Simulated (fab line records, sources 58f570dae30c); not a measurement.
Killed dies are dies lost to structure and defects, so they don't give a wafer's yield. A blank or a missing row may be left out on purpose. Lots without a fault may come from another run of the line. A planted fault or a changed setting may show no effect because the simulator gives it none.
Which tool did it? | flow berkeley_cmos170 | 14 lots, 42 wafers sampled, at 1 step of a route of 331

WHAT THE GAUGES READ, wafer by wafer
The record holds no reading of a measuring or inspecting step that can be judged against a usual standard deviation.

WHICH TOOL RAN EACH LOT (tool, then ch and the chambers of the sampled wafers, then the start)
lot  | UCB170_PLDD_DEVELOP_05
L776 | litho_track-03 ch 0, day 7 06:00
L775 | litho_track-03 ch 0, day 7 07:00
L778 | litho_track-04 ch 0, day 7 22:00
L777 | litho_track-04 ch 0, day 7 22:00
L782 | litho_track-03 ch 0, day 8 23:00
L781 | litho_track-04 ch 0, day 9 00:00
L786 | litho_track-04 ch 0, day 9 00:00
L787 | litho_track-01, day 9 05:00
L788 | litho_track-03, day 9 22:00
L789 | litho_track-04 ch 0, day 10 05:00
L792 | litho_track-03 ch 0, day 10 12:00
L794 | litho_track-04 ch 0, day 10 21:00
L797 | litho_track-03 ch 0, day 11 20:00
L798 | litho_track-03 ch 0, day 12 03:00
- UCB170_PLDD_DEVELOP_05: develop time 45 s.

WHAT THE TOOLS THEMSELVES READ (means of the sampled wafers that have a number; where no wafer has one, the mark that the record gives instead)
UCB170_PLDD_DEVELOP_05. Usual: chill_plate_temp_C 22.99 C, standard deviation 0.099.
lot  | tool           | chill_plate_temp_C (C) | flag
L776 | litho_track-03 | 22.96                  |
L775 | litho_track-03 | 23.12                  |
L778 | litho_track-04 | 22.95                  |
L777 | litho_track-04 | 22.95                  |
L782 | litho_track-03 | 23.03                  |
L781 | litho_track-04 | 22.91                  |
L786 | litho_track-04 | 23.02                  |
L787 | litho_track-01 | -                      | OFF
L788 | litho_track-03 | -                      | OFF
L789 | litho_track-04 | 23.09                  |
L792 | litho_track-03 | 22.95                  |
L794 | litho_track-04 | 23.01                  |
L797 | litho_track-03 | 22.97                  |
L798 | litho_track-03 | 23.01                  |

THE ANSWER, worked out from the rows above alone
Rule: a lot is off if the mean of its wafers that have a number lies more than 3 standard deviations from the usual mean. A lot without any number at a reading at which 4 lots or more have one is off too. The other lots that the step has rows for count as sound. The gauges are gone through in route order, then the tools' own readings, and for those a lot's mean is taken as printed above. The first step at which some lot is off is used, and at that step the reading that is off furthest; a lot without a number counts as furthest.
Off: L787, L788, at UCB170_PLDD_DEVELOP_05 (chill_plate_temp_C). Without a number there: L787, L788.
A tool fits if, at that step or a process step before it, it ran every lot that is off, and no sound lot after the first of them. None of those tried fits.

WHAT THE SIMULATOR HAD PUT IN
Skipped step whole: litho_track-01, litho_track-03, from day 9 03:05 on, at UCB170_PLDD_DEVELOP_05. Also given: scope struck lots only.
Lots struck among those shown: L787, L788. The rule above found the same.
